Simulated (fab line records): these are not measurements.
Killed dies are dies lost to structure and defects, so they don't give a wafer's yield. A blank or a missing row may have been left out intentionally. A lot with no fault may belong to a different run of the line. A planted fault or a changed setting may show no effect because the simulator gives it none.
Split-lot experiment    flow rit cmos    23 wafers read from 5 lots, route of 202 steps

== SPLIT DETAILS ==
At RIT_NLDD_COAT_01 (resist thk 1000 nm), the setting resist thk nm was moved away from the recipe's 1000 nm on 4 of the 23 wafers read, by -4.5% to +4.9%. This setting was run at the recipe's value on the other wafers.

Split to reading: the file shows no intervening step.

== THE READING ==
NOVOLAK_of_NLDD_COAT_01.thk nm (the simulator's own value, which no gauge read), in nm, at RIT_NLDD_HARDBAKE_07 (time 60 s). No usual value for it is given in the file. The 19 wafers here that ran the recipe average 884.3 nm, standard deviation 2.4 nm.

wafer   tool, chamber at the split  resist thk nm as run, nm  against the recipe  NOVOLAK_of_NLDD_COAT_01.thk nm, nm  against lot-mates on the recipe
L074.1  litho track-03, 0           1000                      recipe              885.6                               -
L074.2  litho track-03, 0           1000                      recipe              886.3                               -
L074.3  litho track-03, 0           1000                      recipe              881.6                               -
L074.5  litho track-03, 0           1000                      recipe              887.4                               -
L074.6  litho track-03, 0           1000                      recipe              887.1                               -
L075.2  litho track-01, 0           1049                      +4.9%               926.2                               +43.8
L075.3  litho track-01, 0           1049                      +4.9%               924.6                               +42.2
L075.4  litho track-01, 0           1000                      recipe              881.6                               -
L075.5  litho track-01, 0           1000                      recipe              884.3                               -
L075.6  litho track-01, 0           1000                      recipe              881.4                               -
L083.2  litho track-03, 0           954.7                     -4.5%               842.8                               -40.9
L083.3  litho track-03, 0           1000                      recipe              883.4                               -
L083.4  litho track-03, 0           1000                      recipe              884.9                               -
L083.5  litho track-03, 0           1000                      recipe              882.9                               -
L083.6  litho track-03, 0           954.7                     -4.5%               844.9                               -38.8
L084.1  litho track-02, 0           1000                      recipe              881.1                               -
L084.2  litho track-02, 0           1000                      recipe              882.1                               -
L084.3  litho track-02, 0           1000                      recipe              882.9                               -
L084.4  litho track-02, 0           1000                      recipe              888.6                               -
L084.5  litho track-02, 0           1000                      recipe              888.9                               -
L085.2  litho track-02, 0           1000                      recipe              885                                 -
L085.4  litho track-02, 0           1000                      recipe              882.4                               -
L085.6  litho track-02, 0           1000                      recipe              884.3                               -

THE FIT
A straight line over all 23 wafers: NOVOLAK_of_NLDD_COAT_01.thk nm changes by +8.64 nm for each +1% of resist thk nm; r = +0.99; the points scatter about the line by 2.4 nm.
The same after taking each lot's own level away (the mean of its wafers on the recipe; 23 wafers): +8.79 nm for each +1%; r = +0.99; scatter 2.1 nm.
According to that fit, moving resist thk nm by its largest amount changes the reading by 43 nm.
From 882.43 to 885.60 nm: that is the span of the lots' own levels, equal to 1.3 times the standard deviation above.
Hence the lot-to-lot level has little effect on the slope; both slopes agree.
Check: for one of the wafers moved furthest among these (+4.9%), held out of the fit, the line's prediction against its lot-mates is +42.7 nm. Against them it came out at +43.8 nm.

== THE OTHER SPLITS THESE WAFERS WENT THROUGH ==
Note: prior to the reading, these wafers also went through further splits. Each is held against what the fit with the lots' levels taken away leaves over:
other split on the same wafers       wafers away from the commonest value  r with NOVOLAK_of_NLDD_COAT_01.thk nm (lot level and that fit taken away)
RIT_ACTIVE_CVD_03 sih2cl2 flow sccm  18                                    -0.01
RIT_FOX2_OXIDATION_00 temp c         18                                    +0.00
RIT_PWELL_IMPLANT_08 energy kev      7                                     +0.16
RIT_GATE_WET_ETCH_00 time s          10                                    +0.00
RIT_GATE_DEVELOP_15 dev temp c       10                                    +0.10

== THE WHOLE CHAIN: every reading that the file lists as answering this split, in the file's order ==
step                  what it does        reading                                                                          change (the file's fit)               r (the file's)
RIT_NLDD_COAT_01      resist thk 1000 nm  NOVOLAK_of_NLDD_COAT_01.thk nm (the simulator's own value, which no gauge read)  +9.95 nm for each +1% of the setting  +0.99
RIT_NLDD_HARDBAKE_07  time 60 s           NOVOLAK_of_NLDD_COAT_01.thk nm (the simulator's own value, which no gauge read)  +8.79 nm for each +1% of the setting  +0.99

== THE FILE'S OWN FIT ==
NOVOLAK_of_NLDD_COAT_01.thk nm changes by +8.79 nm for each +1% of resist thk nm, r = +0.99.
